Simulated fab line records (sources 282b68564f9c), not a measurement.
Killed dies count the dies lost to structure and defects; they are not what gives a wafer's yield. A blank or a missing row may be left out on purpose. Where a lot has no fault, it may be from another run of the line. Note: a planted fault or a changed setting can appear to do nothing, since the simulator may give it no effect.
A lot that was struck, set against a sound lot :: flow rit-cmos :: 21 out of 202 route steps
Sound: the wafers L350.2, L350.3, L350.6. The struck wafers were L347.1, L347.5, L347.6. The cause is given at the end.
Order at every step that has rows: each side's tool, ch and its chambers, its first start. Under that, the readings that differ: sound wafers :: struck wafers :: difference of the means :: sigmas: that difference in standard deviations of wafers without a fault.
alike: same words and numbers on both sides, and readings whose means sit less than 2 such deviations apart. not compared: any withheld reading, any reading some wafer has no value for, any bound like >300 that may hide the same value, and any number with overlapping values for which the record gives no deviation.
The two part at a step that has a row with sigmas, a row that says differs or no value, or rows on one side only. Non-overlapping numbers with no deviation appear without sigmas and do not part them. A reading missing from all wafers of one side parts the sides only when that side holds two or more wafers.

first, 6 steps without rows for these wafers: RIT_NSD_HMDS_00 (prime time 60 s); RIT_NSD_COAT_01 (resist thk 1000 nm); RIT_NSD_SOFTBAKE_02 (time 60 s); RIT_NSD_EXPOSE_03 (exposes mask M9, target cd 40700 nm); RIT_NSD_PEB_04; RIT_NSD_DEVELOP_05 (develop time 50 s).
RIT_NSD_OVL_MEAS_06:
  struck on overlay-01, day 5 19:58; sound on overlay-01, day 6 12:55
  alike: NSD_OVL
then, 2 steps without rows for these wafers: RIT_NSD_HARDBAKE_07 (time 60 s); RIT_NSD_IMPLANT_08.
RIT_NSD_STRIP_09: strips in O2, time 180 s.
  sound on plasma-asher-01 ch 0,1, day 6 13:15; struck on plasma-asher-02 ch 0,1, day 5 20:18
  alike: drypump-motor-current-A, rf-refl-power-W
  not compared: rf-hours-counter-h
RIT_NSD_TW_MEAS_10:
  struck on film-metro-04, day 5 20:29; sound on film-metro-01, day 6 13:26
reading: NSD_TW
sound: 3077 3076 3071
struck: 3136 3149 3138
difference: +66
sigmas: +2
then, 1 step without rows for these wafers: RIT_PSD_HMDS_00 (prime time 60 s).
RIT_PSD_COAT_01: resist thk 1000 nm.
  sound on litho-track-04 ch 0, day 6 13:40; struck on litho-track-01 ch 0, day 5 20:41
reading: spin-speed-rpm (rpm)
sound: 3248.7 3256.2 3253.0
struck: 3375.0 3380.2 3375.0
difference: +124.1
sigmas: +50

reading: model.NOVOLAK_of_PSD_COAT_01.thk-nm (nm)
sound: 998.5 1001 996.7
struck: 982.7 980.7 983.1
difference: -16.6
sigmas: 
then, 4 steps without rows for these wafers: RIT_PSD_SOFTBAKE_02 (time 60 s); RIT_PSD_EXPOSE_03 (exposes mask M10, target cd 40900 nm); RIT_PSD_PEB_04; RIT_PSD_DEVELOP_05 (develop time 50 s).
RIT_PSD_OVL_MEAS_06:
  struck on overlay-01, day 5 21:31; sound on overlay-02, day 6 14:33
  alike: PSD_OVL
RIT_PSD_HARDBAKE_07: time 60 s.
  sound on litho-track-02 ch 0, day 6 14:40; struck on litho-track-01 ch 0, day 5 21:33
reading: model.NOVOLAK_of_PSD_COAT_01.thk-nm (nm)
sound: 882.5 885 880.8
struck: 868.6 866.9 868.9
difference: -14.6
sigmas: 
next, for these wafers, 1 step has no rows: RIT_PSD_IMPLANT_08.
RIT_M1_PROBE_99:
  struck on prober-01, day 6 06:09; sound on prober-02, day 6 22:57
  alike: killed-at-contacts, killed-at-front-end, killed-dies, killed-open, killed-short

## WHERE THEY PART
At RIT_NSD_TW_MEAS_10 first; at RIT_PSD_COAT_01 last (within this record only). Later steps at which nothing parts them and some readings are alike: RIT_PSD_OVL_MEAS_06, RIT_M1_PROBE_99.

WHY: what the simulator had put in
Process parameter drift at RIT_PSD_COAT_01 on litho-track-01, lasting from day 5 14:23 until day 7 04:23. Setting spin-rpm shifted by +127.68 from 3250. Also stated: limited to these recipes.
